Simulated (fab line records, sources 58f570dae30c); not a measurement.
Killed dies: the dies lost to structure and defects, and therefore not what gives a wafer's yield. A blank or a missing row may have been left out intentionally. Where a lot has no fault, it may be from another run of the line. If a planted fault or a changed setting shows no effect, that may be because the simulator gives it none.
A lot that was struck, set against a sound lot    flow berkeley_cmos170    32 out of 331 route steps
Sound: these wafers, L935.2, L935.3, L935.4. The struck wafers were L945.1, L945.2, L945.3. The cause is given at the end.
At each step with rows: each side's tool, then ch and its chambers, then its first start. Under that, the readings that differ: sound wafers    struck wafers    difference of the means    sigmas: that difference in standard deviations of wafers without a fault.
alike: readings whose means differ by less than 2 such deviations, and words and numbers that are the same on both sides. not compared: withheld readings, readings that some wafer has no value for, bounds like >300 that may hide the same value, and numbers for which the record gives no deviation and whose values overlap.
The two part at a step that has a row with sigmas, a row that says differs or no value, or rows on one side only. Numbers that have no deviation but don't overlap get no sigmas and don't part them. A reading that every wafer of one side lacks parts them only if that side has two wafers or more.

first, 3 steps without rows for these wafers: UCB170_FIELD_WET_ETCH_04 (etches SiO2 in dHF, time 60 s); UCB170_FIELD_WET_ETCH_05 (etches Si3N4 in H3PO4, time 12600 s); UCB170_FIELD_WET_ETCH_06 (etches SiO2 in BOE, time 21.14 s).
UCB170_FIELD_THK_MEAS_90:
  struck on film_metro-02, day 7 23:29; sound on film_metro-02, day 5 15:41
  alike: FIELD_OXIDE_LEFT_1_THK
then, 2 steps without rows for these wafers: UCB170_SACOX_CLEAN_00 (cleans in dHF, time 7.5 s); UCB170_SACOX_OXIDATION_01 (target thk 14.4 nm, ox time 2400 s).
UCB170_SACOX_THK_MEAS_02:
  struck on film_metro-02, day 8 01:59; sound on film_metro-04, day 5 18:44
  alike: SACOX_OXIDE_THK
then, 2 steps without rows for these wafers: UCB170_SCREENOX_WET_ETCH_00 (etches SiO2 in dHF, time 200 s); UCB170_SCREENOX_OXIDATION_01 (target thk 14.4 nm, ox time 2400 s).
UCB170_SCREENOX_THK_MEAS_02:
  struck on film_metro-04, day 8 05:58; sound on film_metro-01, day 5 22:53
  alike: SCREENOX_OXIDE_THK
then, 2 steps without rows for these wafers: UCB170_SCREENOX_ANNEAL_03 (time 900 s); UCB170_NVT_HMDS_00 (prime time 60 s).
UCB170_NVT_COAT_01: resist thk 900 nm.
  struck on litho_track-01, day 8 11:25; sound on litho_track-03 ch 0, day 6 07:44
  no value came back on the struck wafers for chill_plate_temp_C (C), dispense_pressure_kPa (kPa); on the sound wafers chill_plate_temp_C (C) reads 23.09 22.98 23.06
then, 4 steps without rows for these wafers: UCB170_NVT_SOFTBAKE_02 (time 60 s); UCB170_NVT_EXPOSE_03 (exposes mask PWELL, target cd 3000 nm); UCB170_NVT_PEB_04; UCB170_NVT_DEVELOP_05 (develop time 43.35 s).
UCB170_NVT_OVL_MEAS_06:
  struck on overlay-01, day 8 12:32; sound on overlay-02, day 6 08:25
reading       sound      struck  difference                     sigmas
NVT_OVL (nm)  -11 -5 -3  - - -   no value on the struck wafers  
after that, 1 step had no rows for these wafers: UCB170_NVT_IMPLANT_07.
UCB170_NVT_STRIP_08: strips in O2.
  sound on plasma_asher-04 ch 0,1, day 6 08:35; struck on plasma_asher-03 ch 0,1, day 8 12:43
  no value came back on the struck wafers for oes_product_au (a.u.), strip_time_to_endpoint_s (s); on the sound wafers oes_product_au (a.u.) reads 0.737 0.739 0.735
  alike: drypump_motor_current_A
  not compared: rf_hours_counter_h
UCB170_NVT_TW_MEAS_09:
  struck on film_metro-02, day 8 12:49; sound on film_metro-02, day 6 08:42
  alike: NVT_TW
then, 7 steps without rows for these wafers: UCB170_NVT_CLEAN_10 (cleans in SPM, time 600 s); UCB170_PVT_HMDS_00 (prime time 60 s); UCB170_PVT_COAT_01 (resist thk 900 nm); UCB170_PVT_SOFTBAKE_02 (time 60 s); UCB170_PVT_EXPOSE_03 (exposes mask NWELL, target cd 3000 nm); UCB170_PVT_PEB_04; UCB170_PVT_DEVELOP_05 (develop time 45 s).
UCB170_PVT_OVL_MEAS_06:
  struck on overlay-01, day 8 14:19; sound on overlay-01, day 6 10:07
  alike: PVT_OVL
after that, 1 step had no rows for these wafers: UCB170_PVT_IMPLANT_07.
UCB170_PVT_STRIP_08: strips in O2.
  sound on plasma_asher-04 ch 0,1, day 6 10:17; struck on plasma_asher-04 ch 0,1, day 8 14:30
  alike: drypump_motor_current_A, oes_product_au, strip_time_to_endpoint_s
  not compared: rf_hours_counter_h
UCB170_PVT_TW_MEAS_09:
  struck on film_metro-04, day 8 14:54; sound on film_metro-04, day 6 10:24
reading  sound        struck       difference  sigmas
PVT_TW   506 507 507  638 639 638  +132        +41
  not compared: hold

## WHERE THEY PART
First at UCB170_NVT_COAT_01; last, within this record, at UCB170_PVT_TW_MEAS_09.

WHY: the cause the simulator had injected
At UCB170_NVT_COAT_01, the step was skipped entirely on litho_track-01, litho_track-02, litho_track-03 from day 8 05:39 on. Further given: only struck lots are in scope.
